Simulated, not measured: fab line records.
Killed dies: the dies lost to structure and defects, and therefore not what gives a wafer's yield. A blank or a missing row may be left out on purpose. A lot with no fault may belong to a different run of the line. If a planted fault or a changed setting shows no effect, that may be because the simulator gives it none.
Which of the tools did it?	flow rit-cmos	14 lots, 42 wafers sampled, at 2 steps of a route of 202

WHAT THE GAUGES SHOWED, per wafer
RIT_ACTIVE_CD_MEAS_90: the cd target is 1400 nm.
lot	measured	on	cd-nm (nm)
L360	day 1 22:05	cd-sem-01	1399.5 1398.6 1400.2
L361	day 2 01:34	cd-sem-01	1399.6 1399.4 1399.1
L362	day 2 06:56	cd-sem-01	1403.6 1401.1 1400.6
L363	day 2 11:11	cd-sem-01	1396.5 1397.1 1395.8
L364	day 2 19:35	cd-sem-01	1402.1 1400.9 1399.9
L365	day 2 23:29	cd-sem-01	1399.0 1398.0 1399.3
L367	day 3 09:02	cd-sem-02	1399.2 1399.9 1397.0
L369	day 3 23:12	cd-sem-02	1398.6 1400.3 1399.5
L371	day 4 03:11	cd-sem-02	1401.7 1403.5 1402.0
L374	day 4 18:02	cd-sem-02	- - -
L375	day 4 23:10	cd-sem-02	- - -
L379	day 5 20:36	cd-sem-02	1401.6 1402.4 1401.6
L381	day 6 05:56	cd-sem-01	1405.1 1402.4 1403.2
L382	day 6 10:01	cd-sem-01	1400.9 1400.2 1402.6

EACH LOT AND THE TOOL THAT RAN IT (in order: tool; ch and the chambers of the sampled wafers; start)
lot	RIT_ACTIVE_ETCH_13
L360	rie-diel-04 ch 0,1,3, day 1 21:46
L361	rie-diel-01 ch 1,2,3, day 2 01:13
L362	rie-diel-04 ch 1,2,3, day 2 06:35
L363	rie-diel-01 ch 0,1,3, day 2 10:53
L364	rie-diel-04 ch 0,1,2, day 2 19:15
L365	rie-diel-01 ch 0,1,3, day 2 23:10
L367	rie-diel-04 ch 0,1,2, day 3 08:44
L369	rie-diel-01 ch 0,3, day 3 22:54
L371	rie-diel-03 ch 2,3, day 4 02:50
L374	rie-diel-01 ch 0,1,2, day 4 17:43
L375	rie-diel-04 ch 0,2, day 4 22:50
L379	rie-diel-04 ch 0,1,3, day 5 20:17
L381	rie-diel-03 ch 0,1,3, day 6 05:38
L382	rie-diel-04 ch 0,2, day 6 09:43
- RIT_ACTIVE_ETCH_13: etches Si3N4 in SF6, stops on SiO2, time 210 s, target depth 210 nm.

AS READ BY THE TOOLS THEMSELVES (means over the sampled wafers that have a number; for cases with no such wafer, the mark the record gives instead)
RIT_ACTIVE_ETCH_13.
lot	tool	SF6_flow_sccm (sccm)	chamber-pressure-mTorr (mTorr)	drypump-motor-current-A (A)	oes-product-au (a.u.)	throttle-valve-pct (%)
L360	rie-diel-04	199.5	260.12	5.8	0.820	7.50
L361	rie-diel-01	199.7	259.99	5.6	0.823	7.42
L362	rie-diel-04	199.3	260.01	5.7	0.810	7.55
L363	rie-diel-01	199.9	260.06	5.9	0.830	7.52
L364	rie-diel-04	199.7	260.22	5.5	0.817	7.55
L365	rie-diel-01	200.2	260.06	6.0	0.821	7.52
L367	rie-diel-04	200.0	260.23	5.5	0.822	7.55
L369	rie-diel-01	199.7	259.92	5.8	0.818	7.56
L371	rie-diel-03	200.1	259.73	5.4	0.827	7.43
L374	rie-diel-01	-	-	-	-	-
L375	rie-diel-04	-	-	-	-	-
L379	rie-diel-04	199.8	259.94	5.8	0.816	7.50
L381	rie-diel-03	199.8	259.86	6.1	0.817	7.51
L382	rie-diel-04	200.4	260.00	5.3	0.811	7.48

THE ANSWER, worked out from the rows above alone
Rule: what is usual is taken from the lots themselves. Put in order of their means at a reading, lots are off if they are a third of the lots or fewer, leave a main group of 4 or more, and stand apart from it by a gap of 3 or more times the standard deviation of the main group's means; of several such gaps the widest counts. Not used: any main group whose means are identical at the precision the tables above print for the reading. A lot without any number at a reading at which 4 lots or more have one is off too. Any other lot the step has rows for is counted as sound. After the gauges, taken in route order, come the tools' own readings; for these a lot's mean is taken, as printed above. The first step at which some lot is off is used, and at that step the reading that is off furthest; a lot without a number counts as furthest.
Off: L374, L375, at RIT_ACTIVE_CD_MEAS_90 (cd-nm). Without a number there: L374, L375. For the main group the mean is 1400.3 nm and the standard deviation 1.9.
A tool fits if, at a process step before that reading, it ran every lot that is off, and no sound lot after the first of them. Not tried: the gauges at RIT_ACTIVE_CD_MEAS_90; whatever is off there is also off at RIT_ACTIVE_ETCH_13, on other tools, and gauge error can't account for it. Not one of the candidates tried fits.

WHAT HAD BEEN PUT IN BY THE SIMULATOR
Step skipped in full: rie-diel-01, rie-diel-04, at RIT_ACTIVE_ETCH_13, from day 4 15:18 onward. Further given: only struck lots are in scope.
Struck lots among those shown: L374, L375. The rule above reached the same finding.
